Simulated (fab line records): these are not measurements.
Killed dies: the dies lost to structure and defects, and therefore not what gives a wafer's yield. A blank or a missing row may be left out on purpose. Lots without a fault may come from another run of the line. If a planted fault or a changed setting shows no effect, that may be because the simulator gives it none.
fab line records | flow berkeley_cmos170
[record] lots = 5 | wafers = 13 | last_day = 12
route steps=331 shown GATE@129
lots that met no fault: from a run of the same line without faults
start_h: the number of hours between the record's first day and the start of the first shown wafer of the lot | wait_h: hours from the lot's prior step to this one | " identical to the entry in the row above | L1.1+2: one row covering several wafers at once | - value missing, or start not given | * or withheld: withheld | < > ~ a bound
route shown NAME@n: NAME is a module with steps in the file, n the number in the route of the first one | usual: mean/standard deviation of fault-free wafers | same: alike in all rows | chamber/n: place in a boat | sites: per-site readings | _std_site: their standard deviation | _edge_site: outer sites' mean less inner sites' | radius_mm: how far each site lies from the wafer's centre | mask NAME#n: copy n | behind: the most recent tool/chamber to have shaped the wafer | hold: the reason the lot was held/the length of the hold in hours/how it ended | device: which transistor (n, p or np) failed to switch | end of line: tests of these same wafers at the route's end | step lacking rows: just its recipe | killed: dies that structure and defects cost at the first sort, which is not the same as the wafer's yield | map: per-die view of a wafer (x killed, . not killed, _ where there is no die)
set.NAME: the setting the step ran with; set.NAME@STEP: the setting that earlier step ran with | model.NAME: the simulator's own value behind a step, which no gauge read
lots seen at some steps along the route; tables by step, rows by wafer
services: the hour from which a tool's chamber was out of use, counted from the record's first day as start_h (under 0 if before that day), plus the number of hours and why
[[steps]]
[step UCB170_GATE_ANNEAL_03]
[recipe] temp_c = 900 | time_s = 1800 | ambient = N2
[step UCB170_GATE_CVD_04]
[recipe] material = poly-Si | temp_c = 610 | precursor = SiH4 | time_s = 1440 | pressure_mtorr = 375 | target_thk_nm = 214 | sih4_flow_sccm = 120
[step UCB170_GATE_THK_MEAS_05]
[recipe] reads = poly-Si_of_GATE_CVD_04
[usual] GATE_POLY_THK = 213.9/2.4
lot.wafer | tool          | chamber | start_h | wait_h | GATE_POLY_THK[nm]
L138.4    | film_metro-02 | -       | 161.94  | 0.0    | 212.6
L138.5    | "             | -       | "       | "      | 214.7
L138.6    | "             | -       | "       | "      | 210.2
L145.2    | film_metro-03 | -       | 188.40  | 0.0    | 214.3
L145.4    | "             | -       | "       | "      | 212.2
L145.6    | "             | -       | "       | "      | 213.7
L149.6    | film_metro-02 | -       | 201.24  | 0.1    | 216.4
L156.2    | film_metro-01 | -       | 234.44  | 0.0    | 210.5
L156.5    | "             | -       | "       | "      | 209.3
L156.6    | "             | -       | "       | "      | 210.8
L157.4    | film_metro-02 | -       | 234.46  | 0.0    | 214.6
L157.5    | "             | -       | "       | "      | 214.1
L157.6    | "             | -       | "       | "      | 216.5
[step UCB170_GATE_COAT_06]
[recipe] resist = BARC | temp_c = withheld | time_s = withheld | spin_rpm = 3000 | resist_thk_nm = withheld
[step UCB170_GATE_COAT_07]
[recipe] resist = KrF | spin_rpm = 1519 | resist_thk_nm = 900
[step UCB170_GATE_SOFTBAKE_08]
[recipe] resist = KrF | temp_c = 130 | time_s = 60
[step UCB170_GATE_EXPOSE_09]
[recipe] mask_id = POLY | target_cd_nm = 350 | na = 0.5 | sigma_outer = 0.6 | source_shape = conventional | dose_mj = 21
[step UCB170_GATE_PEB_10]
[recipe] peb_temp_c = 130 | peb_time_s = withheld | resist = KrF
[step UCB170_GATE_DEVELOP_11]
[recipe] developer = TMAH | develop_time_s = 45 | resist = KrF | dev_temp_c = 21
[step UCB170_GATE_CD_MEAS_12]
[recipe] target_cd_nm = 350
[usual] cd_nm = 349.6/1.4
lot.wafer | tool      | chamber | start_h | wait_h | cd_nm
L138.4    | cd_sem-01 | -       | 163.21  | -      | 347.8
L138.5    | "         | -       | "       | "      | 347.6
L138.6    | "         | -       | "       | "      | 349.4
L145.2    | cd_sem-02 | -       | 189.64  | -      | 350.0
L145.4    | "         | -       | "       | "      | 348.9
L145.6    | "         | -       | "       | "      | 349.5
L149.6    | cd_sem-01 | -       | 203.18  | -      | 349.3
L157.4    | cd_sem-02 | -       | 236.18  | -      | 347.5
L157.5    | "         | -       | "       | "      | 348.8
L157.6    | "         | -       | "       | "      | 347.8
L156.2    | cd_sem-02 | -       | 236.32  | -      | 351.3
L156.5    | "         | -       | "       | "      | 351.8
L156.6    | "         | -       | "       | "      | 351.9
[step UCB170_GATE_OVL_MEAS_13]
[usual] GATE_OVL = -1/5.2
lot.wafer | tool       | chamber | start_h | wait_h | GATE_OVL[nm]
L138.4    | overlay-01 | -       | 163.28  | 0.1    | -4
L138.5    | "          | -       | "       | "      | -4
L138.6    | "          | -       | "       | "      | 0
L145.2    | overlay-02 | -       | 189.75  | 0.1    | 3
L145.4    | "          | -       | "       | "      | 6
L145.6    | "          | -       | "       | "      | 5
L149.6    | overlay-02 | -       | 203.23  | 0.0    | -4
L157.4    | overlay-02 | -       | 236.26  | 0.1    | 5
L157.5    | "          | -       | "       | "      | 0
L157.6    | "          | -       | "       | "      | 0
L156.2    | overlay-02 | -       | 236.44  | 0.1    | -2
L156.5    | "          | -       | "       | "      | -3
L156.6    | "          | -       | "       | "      | -2
[step UCB170_GATE_ETCH_14]
[recipe] chemistry = N2/H2 | target_depth_a = withheld | overetch_a = withheld | target = BARC | time_s = withheld | source_w = 500 | bias_w = 100 | pressure_mtorr = 30 | n2_flow_sccm = 100 | h2_flow_sccm = 200
[usual] drypump_motor_current_A = 5.6/0.43 | n2_flow_sccm = 99.99/0.28 | oes_product_au = 0.997/0.018 | throttle_valve_pct = 13.26/0.14
lot.wafer | tool        | chamber | start_h | wait_h | drypump_motor_current_A | n2_flow_sccm | oes_product_au | throttle_valve_pct
L138.4    | rie_diel-03 | 0       | 163.30  | 0.0    | 5.6                     | 99.80        | 1.005          | 13.39
L138.5    | "           | 3       | "       | "      | 5.3                     | 100.15       | 1.008          | 13.54
L138.6    | "           | 2       | "       | "      | 6.4                     | 99.74        | 0.986          | 13.13
L145.2    | rie_diel-03 | 0       | 189.78  | 0.0    | 5.7                     | 100.09       | 0.999          | 13.38
L145.4    | "           | 1       | "       | "      | 5.8                     | 99.86        | 0.978          | 13.18
L145.6    | "           | 0       | "       | "      | 5.7                     | 100.08       | 0.999          | 13.37
L149.6    | rie_diel-03 | 1       | 203.26  | 0.0    | 5.8                     | 99.85        | 0.979          | 13.20
L157.4    | rie_diel-01 | 1       | 236.28  | 0.0    | 4.8                     | 100.08       | 1.003          | 13.45
L157.5    | "           | 2       | "       | "      | 5.9                     | 99.81        | 1.028          | 13.25
L157.6    | "           | 3       | "       | "      | 5.4                     | 100.23       | 1.008          | 13.09
L156.2    | rie_diel-02 | 3       | 236.47  | 0.0    | 5.5                     | 99.99        | 0.998          | 13.45
L156.5    | "           | 1       | "       | "      | 4.9                     | 100.72       | 0.960          | 13.22
L156.6    | "           | 0       | "       | "      | 5.9                     | 99.42        | 1.020          | 13.14
[step UCB170_GATE_ETCH_15]
[recipe] chemistry = HBr/Cl2 | target = poly-Si | stop_on = SiO2 | over_etch_frac = 0.3 | icp_w = 300 | bias_w = 150 | time_s = 56.3 | pressure_mtorr = 15 | HBr_flow_sccm = 150 | Cl2_flow_sccm = 50 | target_depth_a = 2782
[usual] drypump_motor_current_A = 5.6/0.32 | oes_product_au = 0.833/0.014 | run_length_s = 84.6/0.45 | throttle_valve_pct = 26.40/0.24
lot.wafer | tool      | chamber | start_h | wait_h | drypump_motor_current_A | oes_product_au | rf_hours_counter_h | run_length_s | throttle_valve_pct | model.GATE.feature_depth_nm | model.KrF_of_GATE_COAT_07.thk_nm
L138.4    | rie_si-02 | 0       | 163.34  | -      | 6.2                     | 0.820          | 1                  | 84.5         | 26.32              | 212.6                       | 772.3
L138.5    | "         | 0       | "       | "      | 6.2                     | 0.833          | -                  | 84.3         | 26.32              | 214.6                       | 770.9
L138.6    | "         | 3       | "       | "      | 5.5                     | 0.808          | -                  | 84.1         | 26.82              | 210.2                       | 769.9
L145.2    | rie_si-01 | 2       | 189.82  | -      | 5.6                     | 0.840          | 19                 | 84.5         | 26.32              | 214.2                       | 771.9
L145.4    | "         | 1       | "       | "      | 5.1                     | 0.830          | 7                  | 84.4         | 26.04              | 212.2                       | 769.8
L145.6    | "         | 2       | "       | "      | 5.5                     | 0.821          | -                  | 84.8         | 26.30              | 213.5                       | 772.4
L149.6    | rie_si-02 | 2       | 203.30  | -      | 5.3                     | 1.007          | -                  | 61.4         | 26.18              | 168.4                       | 813.5
L157.4    | rie_si-01 | 2       | 236.32  | -      | 5.6                     | 0.839          | 20                 | 84.6         | 26.31              | 214.7                       | 770.8
L157.5    | "         | 2       | "       | "      | 5.5                     | 0.835          | -                  | 84.5         | 26.31              | 214.2                       | 770.6
L157.6    | "         | 1       | "       | "      | 5.1                     | 0.837          | -                  | 84.8         | 26.03              | 216.6                       | 767.6
L156.2    | rie_si-01 | 3       | 236.51  | -      | 5.8                     | 0.841          | 1                  | 85.0         | 26.34              | 210.3                       | 774.6
L156.5    | "         | 0       | "       | "      | 5.7                     | 0.813          | -                  | 85.1         | 26.65              | 209.5                       | 770.2
L156.6    | "         | 3       | "       | "      | 5.8                     | 0.836          | -                  | 84.9         | 26.34              | 211                         | 773.9
[step UCB170_GATE_STRIP_16]
[recipe] chemistry = O2 | power_w = 400 | pressure_mtorr = 3500 | platen_temp_c = withheld | o2_flow_sccm = 400 | overash_fraction = 0.5
[usual] drypump_motor_current_A = 5.57/0.25 | o2_flow_sccm = 400.0/1.2 | oes_product_au = 0.723/0.0047
lot.wafer | tool            | chamber | start_h | wait_h | drypump_motor_current_A | o2_flow_sccm | oes_product_au | rf_hours_counter_h
L138.4    | plasma_asher-02 | 1       | 163.42  | 0.1    | 5.42                    | 399.0        | 0.721          | -
L138.5    | "               | 0       | "       | "      | 5.50                    | 399.0        | 0.729          | -
L138.6    | "               | 1       | "       | "      | 5.38                    | 399.3        | 0.720          | -
L145.2    | plasma_asher-02 | 1       | 189.87  | 0.0    | 5.41                    | 399.4        | 0.714          | 39
L145.4    | "               | 0       | "       | "      | 5.52                    | 399.8        | 0.722          | -
L145.6    | "               | 0       | "       | "      | 5.50                    | 400.4        | 0.719          | -
L149.6    | plasma_asher-01 | 0       | 203.39  | 0.1    | 5.92                    | 402.2        | 0.723          | -
L157.4    | plasma_asher-01 | 1       | 236.40  | 0.1    | 5.26                    | 400.3        | 0.726          | -
L157.5    | "               | 0       | "       | "      | 5.91                    | 399.2        | 0.714          | -
L157.6    | "               | 1       | "       | "      | 5.25                    | 401.1        | 0.721          | -
L156.2    | plasma_asher-02 | 0       | 236.56  | 0.0    | 5.50                    | 400.8        | 0.725          | 45
L156.5    | "               | 0       | "       | "      | 5.51                    | 399.7        | 0.728          | -
L156.6    | "               | 1       | "       | "      | 5.40                    | 399.6        | 0.734          | -
[[services]]
tool            | chamber | start_h | hours | kind
rie_diel-01     | 1       | 164.35  | -     | clean
rie_diel-01     | 1       | 164.35  | 16.4  | scheduled_down
rie_diel-01     | 1       | 164.35  | 16.4  | vent_cycle
rie_si-02       | -       | 165.79  | 0.5   | repair
plasma_asher-02 | -       | 166.49  | 4.4   | repair
rie_si-01       | 2       | 175.35  | 3.9   | repair
rie_diel-02     | 0       | 198.50  | 2.6   | repair
rie_diel-02     | 1       | 228.53  | 3.8   | repair
[[key]]
[first_sign] step = UCB170_GATE_ETCH_15 | reading = run_length_s | direction = down | sigmas = 51 | usual = * | struck = *
[effect] step = UCB170_GATE_ETCH_15 | reading = oes_product_au | direction = up | sigmas = 13 | usual = 0.833 | struck = 1.007
[model_effect] step = UCB170_GATE_ETCH_15 | value = GATE.feature_depth_nm | without = 216.3 | struck = 168.4
met_at UCB170_GATE_ETCH_15
struck_wafers L149.6
rows_end L149.6
[fault] kind = process_parameter_drift | tool = rie_si-02 | chamber = 2 | onset_h = 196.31 | steps = UCB170_GATE_ETCH_15 | channel = time_s | offset = * | shape = step | end_h = 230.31 | stated = *
// rows_end: these wafers met a further fault down the route, and their rows from its step on are left out
